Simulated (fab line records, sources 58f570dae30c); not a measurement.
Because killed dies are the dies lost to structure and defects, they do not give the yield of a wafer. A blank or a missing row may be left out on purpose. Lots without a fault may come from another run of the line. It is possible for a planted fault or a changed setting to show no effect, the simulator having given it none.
Struck lot and sound lot, side by side || flow berkeley-cmos170 || 44 steps out of a route of 331
Sound: the wafers L783.1, L783.2, L783.5. The struck wafers were L791.1, L791.4, L791.5. The cause is given at the end.
For every step that has rows: the tool of each side, followed by ch and its chambers, followed by its first start. Under that, the readings that differ: sound wafers || struck wafers || difference of the means || sigmas: that difference in standard deviations of wafers without a fault.
alike: a reading whose means differ by less than 2 such deviations, as well as words and numbers matching on both sides. not compared: withheld readings; readings where some wafer has no value; bounds like >300 that might hide an equal value; numbers whose values overlap and for which the record gives no deviation.
A row with sigmas, a row that says differs or no value, or rows on one side alone: a step with any of these is where the two part. Numbers that don't overlap but have no deviation are shown without sigmas and don't part them. Lack of a reading on every wafer of one side parts them only where that side has two or more wafers.

UCB170_GATE_STRIP_16: strips in O2.
  sound on plasma-asher-04 ch 0,1, day 10 00:54; struck on plasma-asher-02 ch 0,1, day 11 11:11
  alike: drypump-motor-current-A, oes-product-au
  not compared: rf-hours-counter-h
UCB170_GATE_CD_MEAS_90 targets a cd of 350 nm.
  sound on cd-sem-02 at day 10 01:00; struck on cd-sem-01 at day 11 11:22
  alike: cd-nm
then, 7 steps without rows for these wafers: UCB170_GATE_CLEAN_17 (cleans in SPM, time 600 s); UCB170_PLDD_HMDS_00 (prime time 60 s); UCB170_PLDD_COAT_01 (resist thk 900 nm); UCB170_PLDD_SOFTBAKE_02 (time 60 s); UCB170_PLDD_EXPOSE_03 (exposes mask PSELECT, target cd 1200 nm); UCB170_PLDD_PEB_04; UCB170_PLDD_DEVELOP_05 (develop time 45 s).
UCB170_PLDD_CD_MEAS_06 targets a cd of 1200 nm.
  sound on cd-sem-01 at day 10 03:53; struck on cd-sem-01 at day 11 14:05
  alike: cd-nm
UCB170_PLDD_OVL_MEAS_07:
  sound on overlay-02 at day 10 04:01; struck on overlay-01 at day 11 14:13
  alike: PLDD_OVL
following that, these wafers have no rows for 1 step: UCB170_PLDD_IMPLANT_08.
UCB170_PLDD_IMPLANT_09:
  sound on implanter-01 ch 0, day 10 04:12; struck on implanter-04 ch 0, day 11 14:24
{"reading": "dose-ions-cm2", "sound": "5.005e+13 5.005e+13 4.999e+13", "struck": "2.758e+13 2.744e+13 2.749e+13", "difference": -2.253e+13, "sigmas": "-99 or more"}
{"reading": "faraday-current-uA", "sound": "161 158 159", "struck": "88 86 88", "difference": -72, "sigmas": -21}
UCB170_PLDD_STRIP_10: strips in O2.
  sound on plasma-asher-03 ch 0,1, day 10 04:22; struck on plasma-asher-02 ch 0,1, day 11 14:33
{"reading": "strip-time-to-endpoint-s (s)", "sound": "21.61 21.62 21.65", "struck": "21.73 21.75 21.84", "difference": "+0.15", "sigmas": "+2"}
  alike: drypump-motor-current-A, oes-product-au
  not compared: rf-hours-counter-h
UCB170_PLDD_TW_MEAS_11:
  sound on film-metro-02 at day 10 04:28; struck on film-metro-03 at day 11 14:39
{"reading": "PLDD_TW", "sound": "998 1004 999", "struck": "934 938 938", "difference": -64, "sigmas": -9}
then, 7 steps without rows for these wafers: UCB170_PLDD_CLEAN_12 (cleans in SPM, time 600 s); UCB170_NLDD_HMDS_00 (prime time 60 s); UCB170_NLDD_COAT_01 (resist thk 900 nm); UCB170_NLDD_SOFTBAKE_02 (time 60 s); UCB170_NLDD_EXPOSE_03 (exposes mask NSELECT, target cd 1200 nm); UCB170_NLDD_PEB_04; UCB170_NLDD_DEVELOP_05 (develop time 45 s).
UCB170_NLDD_CD_MEAS_06 targets a cd of 1200 nm.
  sound on cd-sem-02 at day 10 06:56; struck on cd-sem-02 at day 11 16:49
  alike: cd-nm
UCB170_NLDD_OVL_MEAS_07:
  sound on overlay-01 at day 10 07:04; struck on overlay-02 at day 11 16:56
  alike: NLDD_OVL
then, 2 steps without rows for these wafers: UCB170_NLDD_IMPLANT_08; UCB170_NLDD_IMPLANT_09.
UCB170_NLDD_STRIP_10: strips in O2.
  sound on plasma-asher-02 ch 0,1, day 10 07:24; struck on plasma-asher-01 ch 0,1, day 11 17:16
  alike: drypump-motor-current-A, oes-product-au, strip-time-to-endpoint-s
  not compared: rf-hours-counter-h
UCB170_NLDD_TW_MEAS_11:
  sound on film-metro-03 at day 10 07:30; struck on film-metro-03 at day 11 17:22
  alike: NLDD_TW
then, 1 step without rows for these wafers: UCB170_NLDD_CLEAN_12 (cleans in SPM, time 600 s).
UCB170_SPACER_CVD_00: deposits SiO2 from TEOS/O2, target thk 376 nm, time 47 s.
  sound on pecvd-02 ch 1,2, day 10 07:44; struck on pecvd-04 ch 0,1,2, day 11 17:45
  alike: heater-power-w
UCB170_SPACER_THK_MEAS_01:
  sound on film-metro-03 at day 10 07:46; struck on film-metro-02 at day 11 17:47
  alike: SPACER_TEOS_THK
then, 1 step without rows for these wafers: UCB170_SPACER_ANNEAL_02 (time 1800 s).
UCB170_SPACER_ETCHBACK_03: etches SiO2 in CHF3/CF4/Ar, stops on Si, target depth 376 nm, time 100 s.
  sound on rie-diel-02 ch 1,2,3, day 10 11:21; struck on rie-diel-02 ch 0,3, day 12 00:01
  alike: drypump-motor-current-A, mfc-ar-sccm, oes-product-au, throttle-valve-pct
  not compared: rf-hours-counter-h
then, 6 steps without rows for these wafers: UCB170_PSD_HMDS_00 (prime time 60 s); UCB170_PSD_COAT_01 (resist thk 900 nm); UCB170_PSD_SOFTBAKE_02 (time 60 s); UCB170_PSD_EXPOSE_03 (exposes mask PSELECT MOD, target cd 1200 nm); UCB170_PSD_PEB_04; UCB170_PSD_DEVELOP_05 (develop time 45 s).
UCB170_PSD_CD_MEAS_06 targets a cd of 1200 nm.
  sound on cd-sem-02 at day 10 13:32; struck on cd-sem-02 at day 12 01:52
{"reading": "cd-nm (nm)", "sound": "1197.9 1198.6 1197.0", "struck": "1202.3 1202.6 1202.2", "difference": "+4.5", "sigmas": "+3"}
UCB170_PSD_OVL_MEAS_07:
  sound on overlay-02 at day 10 13:40; struck on overlay-01 at day 12 01:59
  alike: PSD_OVL
following that, these wafers have no rows for 1 step: UCB170_PSD_IMPLANT_08.
UCB170_SDANNEAL_RS_MEAS_04: a four-point-probe measurement.
  sound on film-metro-02 at day 10 17:59; struck on film-metro-01 at day 12 07:18
{"reading": "PLDD_RS (ohm/sq)", "sound": "1029.5 1030.5 1030.4", "struck": "1263.6 1261.7 1259.4", "difference": "+231.4", "sigmas": "+96"}
UCB170_M3_PROBE_99:
  the record has rows for the sound wafers here (prober-02, day 11 18:13) and none for the struck ones

WHERE THEY PART
At UCB170_PLDD_IMPLANT_09 first; at UCB170_M3_PROBE_99 last (within this record only).

WHY: the cause the simulator had injected
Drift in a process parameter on implanter-04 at UCB170_PLDD_IMPLANT_09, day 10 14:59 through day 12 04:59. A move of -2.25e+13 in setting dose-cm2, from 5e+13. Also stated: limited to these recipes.
